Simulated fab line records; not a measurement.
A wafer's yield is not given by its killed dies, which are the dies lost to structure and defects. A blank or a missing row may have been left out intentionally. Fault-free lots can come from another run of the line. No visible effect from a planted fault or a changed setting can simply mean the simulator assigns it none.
A lot that was struck, set against a sound lot | flow ritCmos | 21 out of 202 route steps
Sound: wafers L468.3, L468.4, L468.5. Wafers struck: L478.2, L478.3, L478.6. The cause is named last.
Order at every step that has rows: each side's tool, ch and its chambers, its first start. Under that, the readings that differ: sound wafers | struck wafers | difference of the means | sigmas: that difference in standard deviations of wafers without a fault.
alike: same words and numbers on both sides, and readings whose means sit less than 2 such deviations apart. not compared: any withheld reading, any reading some wafer has no value for, any bound like >300 that may hide the same value, and any number with overlapping values for which the record gives no deviation.
A row with sigmas, a row that says differs or no value, or rows on one side alone: a step with any of these is where the two part. Numbers that don't overlap but have no deviation are shown without sigmas and don't part them. A reading missing from all wafers of one side parts the sides only when that side holds two or more wafers.

first, 6 steps without rows for these wafers: RIT_NLDD_HMDS_00 (prime time 60 s); RIT_NLDD_COAT_01 (resist thk 1000 nm); RIT_NLDD_SOFTBAKE_02 (time 60 s); RIT_NLDD_EXPOSE_03 (exposes mask M7, target cd 40700 nm); RIT_NLDD_PEB_04; RIT_NLDD_DEVELOP_05 (develop time 50 s).
RIT_NLDD_OVL_MEAS_06:
  sound: overlay-01 at day 2 22:59; struck: overlay-02 at day 5 04:25
  alike: NLDD_OVL
then, 2 steps without rows for these wafers: RIT_NLDD_HARDBAKE_07 (time 60 s); RIT_NLDD_IMPLANT_08.
RIT_NLDD_STRIP_09: strips in O2, time 180 s.
  sound on plasmaAsher-04 ch 0,1, day 2 23:22; struck on plasmaAsher-04 ch 0,1, day 5 04:55
  alike: drypumpMotorCurrentA
  not compared: rfHoursCounterH
RIT_NLDD_TW_MEAS_10:
  sound: filmMetro-03 at day 2 23:31; struck: filmMetro-02 at day 5 05:05
  alike: NLDD_TW
then, 1 step without rows for these wafers: RIT_PLDD_HMDS_00 (prime time 60 s).
RIT_PLDD_COAT_01: resist thk 1000 nm.
  sound on lithoTrack-04 ch 0, day 2 23:45; struck on lithoTrack-04 ch 0, day 5 05:19
reading                                  | sound          | struck          | difference | sigmas
model.NOVOLAK_of_PLDD_COAT_01.thkNm (nm) | 1000 1002 1001 | 942.7 941 943.5 | -58.6      | 
  alike: dispensePressureKPa
then, 4 steps without rows for these wafers: RIT_PLDD_SOFTBAKE_02 (time 60 s); RIT_PLDD_EXPOSE_03 (exposes mask M8, target cd 40900 nm); RIT_PLDD_PEB_04; RIT_PLDD_DEVELOP_05 (develop time 50 s).
RIT_PLDD_OVL_MEAS_06:
  sound: overlay-01 at day 3 00:32; struck: overlay-01 at day 5 06:00
  alike: PLDD_OVL
RIT_PLDD_HARDBAKE_07: time 60 s.
  sound on lithoTrack-04 ch 0, day 3 00:37; struck on lithoTrack-02 ch 0, day 5 06:03
reading                                  | sound             | struck            | difference | sigmas
model.NOVOLAK_of_PLDD_COAT_01.thkNm (nm) | 883.8 885.3 884.3 | 833.6 832.2 834.4 | -51.1      | 
then, 1 step without rows for these wafers: RIT_PLDD_IMPLANT_08.
RIT_M1_PROBE_99:
  sound: prober-01 at day 3 17:26; struck: prober-02 at day 5 20:17
reading     | sound | struck | difference | sigmas
killedShort | 6 8 5 | 2 1 1  | -5         | -2
  alike: killedAtContacts, killedAtFrontEnd, killedDies, killedOpen

## WHERE THEY PART
Only at RIT_M1_PROBE_99, within this record.

WHY: the cause the simulator had injected
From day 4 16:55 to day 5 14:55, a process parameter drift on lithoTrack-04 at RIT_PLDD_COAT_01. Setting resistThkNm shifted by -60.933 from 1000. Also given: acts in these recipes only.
